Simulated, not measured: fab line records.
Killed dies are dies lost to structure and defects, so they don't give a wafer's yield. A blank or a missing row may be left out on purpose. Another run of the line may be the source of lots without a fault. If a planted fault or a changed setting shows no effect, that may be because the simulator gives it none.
Problem report in the 8D (eight disciplines) form, filled by code | flow rit_cmos | the parts of the form that need people (team, actions taken, sign-off) are left out

== 1. THE ISSUE ==
Wafers free of any fault read 0.2 nm (standard deviation 1.2) for PWELL_OVL at RIT_PWELL_OVL_MEAS_06, against a mean of 360.0 nm on 9 wafers of 3 lots. That is +99 or more standard deviations from the usual mean.
Seen first at day 3 05:45 on overlay-01, wafer L352.1. At this step, 45 wafers from 15 lots have a number in the record. By rule, "out" or "out of limits" means more than 4 standard deviations away from the usual mean. Any other wafer with a number is counted as sound.

== 2. WHAT THIS IS AND IS NOT ==
question                    | is                     | is not
which readings at this step | PWELL_OVL              | -
which lots                  | L352, L354, L358       | L347, L348, L349, L350, L351, L353, L359, L360, L361, L364, L365, L369
which wafers of those lots  | all that have a number | -
read on which gauges        | overlay-01, overlay-02 | -
when                        | from day 3 05:45       | up to then (15 sound wafers); but 21 sound wafers of L353, L359, L360, L361, L364, L365, L369 came after

== 3. WHAT RULES OUT EACH SUSPECT ==
Counting: a tool stays on the suspect list if, at a process step up to the reading, it processed all lots that are out and no sound lot following the first of them.
- the gauge at RIT_PWELL_OVL_MEAS_06 has been ruled out. Those wafers that are out were read across 2 gauges (overlay-01, overlay-02).
- iline_stepper-01 at RIT_PWELL_EXPOSE_03 (exposes mask M3, target cd 43700 nm): kept. Every lot that is out went through it, starting with L352 (day 3 05:19), and after that it ran no sound lot; the last sound lot it ran before then is L350 (day 2 20:28).
Left after counting: iline_stepper-01 at RIT_PWELL_EXPOSE_03.

== 4. THE CAUSE (what the simulator had put in) ==
Scanner matching overlay: iline_stepper-01, from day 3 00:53 on, at RIT_PWELL_EXPOSE_03. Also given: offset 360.
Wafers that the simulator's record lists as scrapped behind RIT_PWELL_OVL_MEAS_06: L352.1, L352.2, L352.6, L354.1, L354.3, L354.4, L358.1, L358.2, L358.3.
Counting left only this tool.

== 5. THE CHAIN OF EFFECTS, in route order ==
One row per reading whose mean, taken over the struck wafers that have a number, lies over 3 standard deviations from the usual. Only readings whose record carries a usual standard deviation are examined. hours: median over the lots of the time between each lot's start at the first step of this table that gives one and its start at this step. sigmas: the change, counted in usual standard deviations.
hours | step                  | reading   | usual  | on struck wafers | change | sigmas
0     | RIT_PWELL_OVL_MEAS_06 | PWELL_OVL | 0.2 nm | 360.0            | +359.8 | +99 or more

== 6. WHAT WOULD HAVE CAUGHT IT SOONER ==
In this record the first reading out of limits at a measuring or inspecting step was taken at day 3 05:45, 5 hours after the fault began at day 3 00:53.
No tool reading at RIT_PWELL_EXPOSE_03 that has a usual standard deviation in the record was out on any struck wafer, so an alarm limit of 4 standard deviations on those readings would not have fired.
Of the lots that are out (3), L354, L358 began RIT_PWELL_EXPOSE_03 on iline_stepper-01 after day 3 05:45. A hold on the tool at that time would have spared those 2.
